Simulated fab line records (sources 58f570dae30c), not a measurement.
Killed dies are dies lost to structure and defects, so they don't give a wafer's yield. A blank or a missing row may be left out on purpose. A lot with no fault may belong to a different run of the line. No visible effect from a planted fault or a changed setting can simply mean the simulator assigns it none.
A struck lot beside a sound one ; flow berkeley_cmos170 ; 15 steps out of a route of 331
Sound: wafers L722.1, L722.2, L722.3. Wafers struck: L736.1, L736.3, L736.6. At the end, the cause is stated.
Order at every step that has rows: each side's tool, ch and its chambers, its first start. Under that, the readings that differ: sound wafers ; struck wafers ; difference of the means ; sigmas: that difference in standard deviations of wafers without a fault.
alike: same words and numbers on both sides, and readings whose means sit less than 2 such deviations apart. not compared: any withheld reading, any reading some wafer has no value for, any bound like >300 that may hide the same value, and any number with overlapping values for which the record gives no deviation.
A row with sigmas, a row that says differs or no value, or rows on one side alone: a step with any of these is where the two part. When numbers do not overlap yet have no deviation, they are printed without sigmas and do not part them. A reading that every wafer of one side lacks parts them only if that side has two wafers or more.

UCB170_SACOX_THK_MEAS_02:
  sound on film_metro-01 at day 6 17:37; struck on film_metro-04 at day 9 17:05
  alike: SACOX_OXIDE_THK
then, 2 steps without rows for these wafers: UCB170_SCREENOX_WET_ETCH_00 (etches SiO2 in dHF, time 200 s); UCB170_SCREENOX_OXIDATION_01 (target thk 14.4 nm, ox time 2400 s).
UCB170_SCREENOX_THK_MEAS_02:
  sound on film_metro-01 at day 7 00:10; struck on film_metro-04 at day 9 21:35
reading;sound;struck;difference;sigmas
SCREENOX_OXIDE_THK (nm);14.89 15.22 15.15;15.42 15.66 15.73;+0.52;+2
then, 7 steps without rows for these wafers: UCB170_SCREENOX_ANNEAL_03 (time 900 s); UCB170_NVT_HMDS_00 (prime time 60 s); UCB170_NVT_COAT_01 (resist thk 900 nm); UCB170_NVT_SOFTBAKE_02 (time 60 s); UCB170_NVT_EXPOSE_03 (exposes mask PWELL, target cd 3000 nm); UCB170_NVT_PEB_04; UCB170_NVT_DEVELOP_05 (develop time 45 s).
UCB170_NVT_OVL_MEAS_06:
  sound on overlay-01 at day 7 08:19; struck on overlay-01 at day 10 02:38
reading;sound;struck;difference;sigmas
NVT_OVL (nm);8 3 9;-5 -7 -5;-12;-2
UCB170_NVT_IMPLANT_07:
  sound on implanter-03 ch 0, day 7 08:22; struck on implanter-02 ch 0, day 10 02:41
reading;sound;struck;difference;sigmas
tilt_deg (degrees);6.966 6.996 6.977;4.121 4.130 4.137;-2.850;-99 or more
  alike: beam_on_s, dose_ions_cm2
UCB170_NVT_STRIP_08: strips in O2.
  sound on plasma_asher-03 ch 0,1, day 7 08:31; struck on plasma_asher-01 ch 0,1, day 10 02:50
  alike: chamber_pressure_mTorr, drypump_motor_current_A, oes_product_au, strip_time_to_endpoint_s
  not compared: rf_hours_counter_h
UCB170_M3_PROBE_99:
  the record holds rows for the sound wafers here (prober-01, day 10 01:30) but none for the struck ones

## WHERE THEY PART
Last at UCB170_M3_PROBE_99 as far as this record goes, first at UCB170_SCREENOX_THK_MEAS_02.

WHY: what had been put in by the simulator
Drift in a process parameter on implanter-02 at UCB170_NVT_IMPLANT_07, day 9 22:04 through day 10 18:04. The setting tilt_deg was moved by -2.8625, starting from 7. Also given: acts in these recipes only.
